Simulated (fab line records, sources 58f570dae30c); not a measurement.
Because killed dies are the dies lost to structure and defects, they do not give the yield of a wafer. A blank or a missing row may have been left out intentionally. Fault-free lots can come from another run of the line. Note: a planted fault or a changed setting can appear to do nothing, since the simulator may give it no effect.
Split-lot experiment | flow berkeley-cmos170 | 23 wafers read from 5 lots, route of 331 steps

## THE SPLIT ITSELF
At UCB170_PVT_IMPLANT_07, the setting dose-cm2 was moved away from the recipe's 2e+12 on 9 of the 23 wafers read, by -7.5% to +6.9%. All remaining wafers had this setting at the recipe value.

## FROM THE SPLIT ON TO THE READING: in between, the file shows 1 step
- UCB170_PVT_STRIP_08: strips in O2

## THE READING
PVT_TW, at UCB170_PVT_TW_MEAS_09. Fault-free wafers of this fab line usually give 510.8, standard deviation 2.9.

wafer  | tool, chamber at the split | dose-cm2 as run | against the recipe | PVT_TW | against lot-mates on the recipe
L075.1 | implanter-04, 0            | 2e+12           | recipe             | 505.3  | -
L075.3 | implanter-04, 0            | 2.105e+12       | +5.2%              | 512.4  | +7.2
L075.4 | implanter-04, 0            | 2.105e+12       | +5.2%              | 513.9  | +8.7
L075.5 | implanter-04, 0            | 2.105e+12       | +5.2%              | 514.2  | +9.0
L075.6 | implanter-04, 0            | 2e+12           | recipe             | 505.1  | -
L078.2 | implanter-04, 0            | 2.138e+12       | +6.9%              | 524.1  | +10.7
L078.3 | implanter-04, 0            | 2e+12           | recipe             | 509.0  | -
L078.4 | implanter-04, 0            | 2e+12           | recipe             | 514.4  | -
L078.5 | implanter-04, 0            | 2e+12           | recipe             | 516.8  | -
L078.6 | implanter-04, 0            | 2.138e+12       | +6.9%              | 523.1  | +9.7
L079.1 | implanter-01, 0            | 2.127e+12       | +6.3%              | 523.9  | +10.3
L079.2 | implanter-01, 0            | 2.127e+12       | +6.3%              | 524.9  | +11.3
L079.3 | implanter-01, 0            | 2e+12           | recipe             | 512.6  | -
L079.4 | implanter-01, 0            | 2e+12           | recipe             | 512.9  | -
L079.6 | implanter-01, 0            | 2e+12           | recipe             | 515.4  | -
L081.1 | implanter-01, 0            | 1.851e+12       | -7.5%              | 498.2  | -11.9
L081.3 | implanter-01, 0            | 2e+12           | recipe             | 509.8  | -
L081.4 | implanter-01, 0            | 2e+12           | recipe             | 508.9  | -
L081.5 | implanter-01, 0            | 2e+12           | recipe             | 511.6  | -
L081.6 | implanter-01, 0            | 1.851e+12       | -7.5%              | 497.9  | -12.2
L084.1 | implanter-04, 0            | 2e+12           | recipe             | 508.8  | -
L084.2 | implanter-04, 0            | 2e+12           | recipe             | 507.3  | -
L084.5 | implanter-04, 0            | 2e+12           | recipe             | 510.0  | -

THE FIT
A straight line over all 23 wafers: PVT_TW changes by +1.61 for each +1% of dose-cm2; r = +0.87; the points scatter about the line by 3.7.
The same after taking each lot's own level away (the mean of its wafers on the recipe; 23 wafers): +1.59 for each +1%; r = +0.97; scatter 1.5.
Per that fit: largest dose-cm2 move, reading shift of 12.
Across the lots, their own levels run from 505.20 to 513.63, a range of 2.9 times the standard deviation given above.
The two slopes agree, so the slope changes little with the lot-to-lot level.
Check: -11.9 against its lot-mates is what the line predicts for one of the wafers moved furthest among these (-7.5%) when that wafer is left out of the fit. It came out at -11.9 against them.

## OTHER SPLITS ON THESE WAFERS
These wafers also went through other splits before the reading. Each is held against what the fit with the lots' levels taken away leaves over:
other split on the same wafers     | wafers away from the commonest value | r with PVT_TW (lot level and that fit taken away)
UCB170_PWELL_CVD_05 pressure-mtorr | 15                                   | +0.09
UCB170_PWELL_COAT_08 spin-rpm      | 4                                    | -0.07
UCB170_PWELL_PEB_11 peb-temp-c     | 8                                    | +0.03
UCB170_PFIELD_IMPLANT_07 dose-cm2  | 8                                    | -0.37
UCB170_NVT_COAT_01 spin-rpm        | 8                                    | -0.11

## THE FILE'S OWN FIT
PVT_TW changes by +1.59 for each +1% of dose-cm2, r = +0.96.
